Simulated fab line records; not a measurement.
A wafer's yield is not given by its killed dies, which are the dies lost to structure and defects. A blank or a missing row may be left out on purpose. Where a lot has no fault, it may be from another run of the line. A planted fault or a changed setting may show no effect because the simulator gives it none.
fab line records / flow rit_cmos
[record] lots = 14 wafers = 42 last_day = 7
route steps=202 shown NRETRO@54
lots that met no fault: taken from a fault-free run of the same line
start_h: start of the lot's first displayed wafer, in hours after the record's first day / wait_h: hours elapsed since this lot's preceding step / " the same as in the row above / L1.1+2: a row that stands for several wafers / - either no value or no given start / * or withheld: withheld / < > ~ a bound
route shown NAME@n: NAME is a module with steps in the file, n the number in the route of the first one / usual: the fault-free wafers' mean and standard deviation / same: alike in all rows / chamber/n: place in a boat / sites: readings site by site / _std_site: their standard deviation / _edge_site: outer sites' mean less inner sites' / radius_mm: how far each site lies from the wafer's centre / mask NAME#n: copy n / behind: the last tool/chamber to shape the wafer / hold: why the lot was held/for how many hours/how that ended / device: transistor that didn't switch, given as n, p or np / end of line: tests run on the same wafers once the route is complete / a step given without rows: its recipe and nothing more / killed: not the wafer's yield, but the dies lost to structure and defects at the first sort / map: dies across one wafer; x = killed, . = not, _ = none there
set.NAME: the run value of the setting; set.NAME@STEP: its run value at that earlier step / model.NAME: the simulator's own value behind a step, which no gauge read
steps of the route over a sample of lots; a table a step, a row a wafer
[[steps]]
[step RIT_NRETRO_COAT_01]
[recipe] resist = NOVOLAK spin_rpm = 2000 resist_thk_nm = 1300
[usual] dispense_pressure_kPa = 49.7/0.4 resist_line_temp_C = 22.98/0.11 spin_speed_rpm = 1999.7/1.4
lot.wafer=L528.1 tool=litho_track-02 chamber=0 start_h=29.14 wait_h=0.1 dispense_pressure_kPa=50.2 resist_line_temp_C=22.93 spin_speed_rpm=2000.4
lot.wafer=L528.3 tool=litho_track-02 chamber=0 start_h=29.14 wait_h=0.1 dispense_pressure_kPa=50.2 resist_line_temp_C=22.80 spin_speed_rpm=2000.8
lot.wafer=L528.6 tool=litho_track-02 chamber=0 start_h=29.14 wait_h=0.1 dispense_pressure_kPa=50.2 resist_line_temp_C=23.04 spin_speed_rpm=1997.9
lot.wafer=L529.1 tool=litho_track-03 chamber=0 start_h=38.32 wait_h=0.1 dispense_pressure_kPa=49.3 resist_line_temp_C=22.98 spin_speed_rpm=2000.5
lot.wafer=L529.2 tool=litho_track-03 chamber=0 start_h=38.32 wait_h=0.1 dispense_pressure_kPa=49.3 resist_line_temp_C=23.08 spin_speed_rpm=2000.5
lot.wafer=L529.6 tool=litho_track-03 chamber=0 start_h=38.32 wait_h=0.1 dispense_pressure_kPa=49.2 resist_line_temp_C=23.13 spin_speed_rpm=2001.2
lot.wafer=L530.2 tool=litho_track-02 chamber=0 start_h=40.70 wait_h=0.1 dispense_pressure_kPa=50.2 resist_line_temp_C=23.08 spin_speed_rpm=2000.3
lot.wafer=L530.3 tool=litho_track-02 chamber=0 start_h=40.70 wait_h=0.1 dispense_pressure_kPa=50.2 resist_line_temp_C=22.78 spin_speed_rpm=1997.2
lot.wafer=L530.4 tool=litho_track-02 chamber=0 start_h=40.70 wait_h=0.1 dispense_pressure_kPa=50.2 resist_line_temp_C=22.85 spin_speed_rpm=2000.8
lot.wafer=L531.1 tool=litho_track-02 chamber=0 start_h=44.72 wait_h=0.1 dispense_pressure_kPa=50.2 resist_line_temp_C=23.13 spin_speed_rpm=2000.2
lot.wafer=L531.3 tool=litho_track-02 chamber=0 start_h=44.72 wait_h=0.1 dispense_pressure_kPa=50.2 resist_line_temp_C=22.97 spin_speed_rpm=1998.7
lot.wafer=L531.4 tool=litho_track-02 chamber=0 start_h=44.72 wait_h=0.1 dispense_pressure_kPa=50.2 resist_line_temp_C=23.17 spin_speed_rpm=1997.9
lot.wafer=L532.1 tool=litho_track-03 chamber=0 start_h=49.13 wait_h=0.1 dispense_pressure_kPa=49.2 resist_line_temp_C=23.05 spin_speed_rpm=1997.5
lot.wafer=L532.3 tool=litho_track-03 chamber=0 start_h=49.13 wait_h=0.1 dispense_pressure_kPa=49.3 resist_line_temp_C=23.02 spin_speed_rpm=1998.3
lot.wafer=L532.4 tool=litho_track-03 chamber=0 start_h=49.13 wait_h=0.1 dispense_pressure_kPa=49.2 resist_line_temp_C=23.01 spin_speed_rpm=1997.2
lot.wafer=L536.1 tool=litho_track-04 chamber=0 start_h=69.30 wait_h=0.1 dispense_pressure_kPa=49.5 resist_line_temp_C=22.97 spin_speed_rpm=1997.6
lot.wafer=L536.2 tool=litho_track-04 chamber=0 start_h=69.30 wait_h=0.1 dispense_pressure_kPa=49.5 resist_line_temp_C=22.82 spin_speed_rpm=1996.4
lot.wafer=L536.6 tool=litho_track-04 chamber=0 start_h=69.30 wait_h=0.1 dispense_pressure_kPa=49.6 resist_line_temp_C=22.96 spin_speed_rpm=1998.9
lot.wafer=L538.1 tool=litho_track-03 chamber=0 start_h=78.30 wait_h=0.1 dispense_pressure_kPa=49.3 resist_line_temp_C=23.19 spin_speed_rpm=1921.9
lot.wafer=L538.2 tool=litho_track-03 chamber=0 start_h=78.30 wait_h=0.1 dispense_pressure_kPa=49.2 resist_line_temp_C=23.06 spin_speed_rpm=1922.0
lot.wafer=L538.6 tool=litho_track-03 chamber=0 start_h=78.30 wait_h=0.1 dispense_pressure_kPa=49.3 resist_line_temp_C=22.85 spin_speed_rpm=1920.0
lot.wafer=L539.1 tool=litho_track-03 chamber=0 start_h=85.56 wait_h=0.1 dispense_pressure_kPa=49.3 resist_line_temp_C=23.08 spin_speed_rpm=1919.7
lot.wafer=L539.2 tool=litho_track-03 chamber=0 start_h=85.56 wait_h=0.1 dispense_pressure_kPa=49.3 resist_line_temp_C=22.97 spin_speed_rpm=1920.8
lot.wafer=L539.4 tool=litho_track-03 chamber=0 start_h=85.56 wait_h=0.1 dispense_pressure_kPa=49.2 resist_line_temp_C=22.92 spin_speed_rpm=1921.1
lot.wafer=L543.1 tool=litho_track-04 chamber=0 start_h=103.90 wait_h=0.1 dispense_pressure_kPa=49.5 resist_line_temp_C=22.95 spin_speed_rpm=1998.6
lot.wafer=L543.4 tool=litho_track-04 chamber=0 start_h=103.90 wait_h=0.1 dispense_pressure_kPa=49.5 resist_line_temp_C=22.95 spin_speed_rpm=1998.6
lot.wafer=L543.6 tool=litho_track-04 chamber=0 start_h=103.90 wait_h=0.1 dispense_pressure_kPa=49.5 resist_line_temp_C=22.93 spin_speed_rpm=1998.3
lot.wafer=L544.1 tool=litho_track-02 chamber=0 start_h=108.20 wait_h=0.1 dispense_pressure_kPa=50.2 resist_line_temp_C=23.13 spin_speed_rpm=2000.0
lot.wafer=L544.3 tool=litho_track-02 chamber=0 start_h=108.20 wait_h=0.1 dispense_pressure_kPa=50.3 resist_line_temp_C=23.12 spin_speed_rpm=2000.4
lot.wafer=L544.6 tool=litho_track-02 chamber=0 start_h=108.20 wait_h=0.1 dispense_pressure_kPa=50.2 resist_line_temp_C=23.06 spin_speed_rpm=1999.5
lot.wafer=L545.1 tool=litho_track-04 chamber=0 start_h=114.47 wait_h=0.1 dispense_pressure_kPa=49.5 resist_line_temp_C=23.05 spin_speed_rpm=1999.4
lot.wafer=L545.2 tool=litho_track-04 chamber=0 start_h=114.47 wait_h=0.1 dispense_pressure_kPa=49.5 resist_line_temp_C=22.91 spin_speed_rpm=1999.0
lot.wafer=L545.6 tool=litho_track-04 chamber=0 start_h=114.47 wait_h=0.1 dispense_pressure_kPa=49.5 resist_line_temp_C=23.09 spin_speed_rpm=2000.6
lot.wafer=L548.2 tool=litho_track-02 chamber=0 start_h=129.14 wait_h=0.1 dispense_pressure_kPa=50.2 resist_line_temp_C=22.98 spin_speed_rpm=2000.5
lot.wafer=L548.3 tool=litho_track-02 chamber=0 start_h=129.14 wait_h=0.1 dispense_pressure_kPa=50.2 resist_line_temp_C=23.09 spin_speed_rpm=2000.2
lot.wafer=L548.5 tool=litho_track-02 chamber=0 start_h=129.14 wait_h=0.1 dispense_pressure_kPa=50.2 resist_line_temp_C=22.88 spin_speed_rpm=2000.5
lot.wafer=L550.2 tool=litho_track-04 chamber=0 start_h=138.15 wait_h=0.1 dispense_pressure_kPa=49.5 resist_line_temp_C=23.07 spin_speed_rpm=1998.9
lot.wafer=L550.4 tool=litho_track-04 chamber=0 start_h=138.15 wait_h=0.1 dispense_pressure_kPa=49.5 resist_line_temp_C=22.79 spin_speed_rpm=2001.0
lot.wafer=L550.5 tool=litho_track-04 chamber=0 start_h=138.15 wait_h=0.1 dispense_pressure_kPa=49.5 resist_line_temp_C=22.95 spin_speed_rpm=1999.3
lot.wafer=L551.2 tool=litho_track-02 chamber=0 start_h=144.08 wait_h=0.1 dispense_pressure_kPa=50.2 resist_line_temp_C=23.03 spin_speed_rpm=2000.6
lot.wafer=L551.4 tool=litho_track-02 chamber=0 start_h=144.08 wait_h=0.1 dispense_pressure_kPa=50.2 resist_line_temp_C=22.94 spin_speed_rpm=2002.2
lot.wafer=L551.6 tool=litho_track-02 chamber=0 start_h=144.08 wait_h=0.1 dispense_pressure_kPa=50.2 resist_line_temp_C=22.87 spin_speed_rpm=2000.1
[[key]]
[first_sign] step = RIT_NRETRO_COAT_01 reading = spin_speed_rpm direction = down sigmas = 57 usual = 1999.7 struck = 1920.9
effect none on later readings
met_at RIT_NRETRO_COAT_01
struck_lots L538,L539
tester_left_out L538,L539
onset_between 49.13 78.30
[fault] kind = process_parameter_drift tool = litho_track-03 chamber = - onset_h = 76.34 steps = RIT_NRETRO_COAT_01 channel = spin_rpm offset = -79.636 shape = step end_h = 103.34 acts_in = these_recipes_only stated = 2000
// tester_left_out: of these lots the tester's yield and bins aren't shown, on N5 and GAA mostly nor the transistor test; their killed dies are dies lost to structure and defects alone, not to doping, threshold or leakage, so they don't give the yield
